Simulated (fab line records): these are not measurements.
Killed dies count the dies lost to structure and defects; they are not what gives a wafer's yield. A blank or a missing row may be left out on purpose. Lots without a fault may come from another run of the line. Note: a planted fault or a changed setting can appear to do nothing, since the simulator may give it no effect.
Which tool is to blame? -- flow rit cmos -- Sampling: 7 lots, 21 wafers, 2 of 202 route steps

== WHAT THE GAUGES SHOWED, per wafer ==
RIT_SPACER_THK_MEAS_04.
lot,measured,on,SPACER_NITRIDE_THK (nm)
L895,day 3 02:48,film metro-03,251.0 252.0 251.5
L898,day 3 17:13,film metro-04,291.2 291.7 293.8
L901,day 4 09:52,film metro-04,281.5 283.0 283.6
L911,day 6 17:11,film metro-02,253.9 251.1 254.8
L913,day 7 07:10,film metro-04,253.5 251.4 252.0
L915,day 7 14:05,film metro-03,251.9 252.7 249.6
L917,day 7 22:41,film metro-02,250.3 251.2 252.1

== TOOL THAT RAN EACH LOT (tool first, then ch and the chambers of the sampled wafers, then the start) ==
lot,RIT_SPACER_CVD_03
L895,"lpcvd-02 ch 1, day 3 00:52"
L898,"lpcvd-02 ch 1, day 3 15:18"
L901,"lpcvd-02 ch 1, day 4 07:55"
L911,"lpcvd-01 ch 1, day 6 15:15"
L913,"lpcvd-01 ch 1, day 7 05:15"
L915,"lpcvd-02 ch 0, day 7 12:10"
L917,"lpcvd-02 ch 0, day 7 20:45"
- RIT_SPACER_CVD_03: deposits Si3N4 from SiH2Cl2/NH3, target thk 250 nm, time 3300 s.

== THE ANSWER, worked out from the rows above alone ==
Rule: the usual values come from the lots themselves. Put in order of their means at a reading, lots are off if they are a third of the lots or fewer, leave a main group of 4 or more, and stand apart from it by a gap of 3 or more times the standard deviation of the main group's means; of several such gaps the widest counts. A main group whose means are all the same, to the digits that the tables above print for the reading, isn't used. A lot without any number at a reading at which 4 lots or more have one is off too. Any other lot the step has rows for is counted as sound.
Off: L898, L901, at RIT_SPACER_THK_MEAS_04 (SPACER_NITRIDE_THK). Mean 251.9 nm and standard deviation 0.76 in the main group.
A tool fits if, at a process step before that reading, it ran every lot that is off, and no sound lot after the first of them. Gauges at RIT_SPACER_THK_MEAS_04: tried the same way as those tools. Of those tried, none fits.

== WHAT THE SIMULATOR HAD PUT IN ==
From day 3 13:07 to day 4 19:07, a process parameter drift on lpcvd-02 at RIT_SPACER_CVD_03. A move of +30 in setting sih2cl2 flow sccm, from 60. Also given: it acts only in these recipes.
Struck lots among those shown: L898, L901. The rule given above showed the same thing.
